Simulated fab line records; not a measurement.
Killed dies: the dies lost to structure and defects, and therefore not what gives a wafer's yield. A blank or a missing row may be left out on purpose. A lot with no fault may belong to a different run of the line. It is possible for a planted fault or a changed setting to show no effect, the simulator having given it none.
Code-filled problem report in 8D (eight disciplines) form	flow rit-cmos	the parts of the form that need people (team, actions taken, sign-off) are left out

## 1. PROBLEM STATEMENT
At RIT_NLDD_DEVELOP_05, developer-temp-C averages 21.99 C over 9 wafers from 3 lots, while fault-free wafers read 22.99 C, standard deviation 0.1. Relative to the usual mean, that is a shift of -10 standard deviations.
The step: develop time 50 s.
The first sign was on wafer L478.1 at day 5 06:00, on litho-track-01. The record has a number at this step for 45 wafers belonging to 15 lots. By rule, "out" or "out of limits" means more than 4 standard deviations away from the usual mean. The other wafers with a number count as sound.

## 2. WHAT THIS IS AND IS NOT
question	is	is not
which readings at this step	developer-temp-C	-
which lots	L478, L479, L481	L467, L468, L469, L470, L471, L472, L473, L474, L477, L480, L487, L488
which wafers of those lots	all that have a number	-
read on which tools	litho-track-01	litho-track-02, litho-track-03
when	from day 5 06:00	up to then (27 sound wafers); but 9 sound wafers of L480, L487, L488 came after

## 3. WHAT RULES OUT EACH SUSPECT
Counting: a tool at any process step up to the reading remains a suspect when it ran all the lots that are out and ran no sound lot after the first of those.
- litho-track-01 at RIT_NLDD_DEVELOP_05 (develop time 50 s): kept. It processed each lot that is out, first L478 at day 5 06:00, and no sound lot thereafter; up to then, the last sound lot it processed was L474 at day 4 16:00. On those wafers its own readings are out: developer-temp-C.
After counting, what remains is litho-track-01 at RIT_NLDD_DEVELOP_05.

## 4. THE CAUSE (what the simulator had put in)
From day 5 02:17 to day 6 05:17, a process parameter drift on litho-track-01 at RIT_NLDD_DEVELOP_05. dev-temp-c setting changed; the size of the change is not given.
Counting left only this tool.

## 5. SEQUENCE OF EFFECTS, ordered by route
Rows list readings where the struck wafers' mean (over those with a number) sits beyond 3 standard deviations from the usual. Only readings whose record carries a usual standard deviation are examined. hours: median over the lots of the time between each lot's start at the first step of this table that gives one and its start at this step. sigmas: the change, counted in usual standard deviations.
hours	step	reading	usual	on struck wafers	change	sigmas
0	RIT_NLDD_DEVELOP_05	developer-temp-C	22.99 C	21.99	-1.00	-10
Its process steps:
- RIT_NLDD_DEVELOP_05: develop time 50 s.

## 6. HOW IT WOULD HAVE BEEN CAUGHT EARLIER
In this record no reading fell out of limits until day 5 06:00, 4 hours after the fault had begun at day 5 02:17.
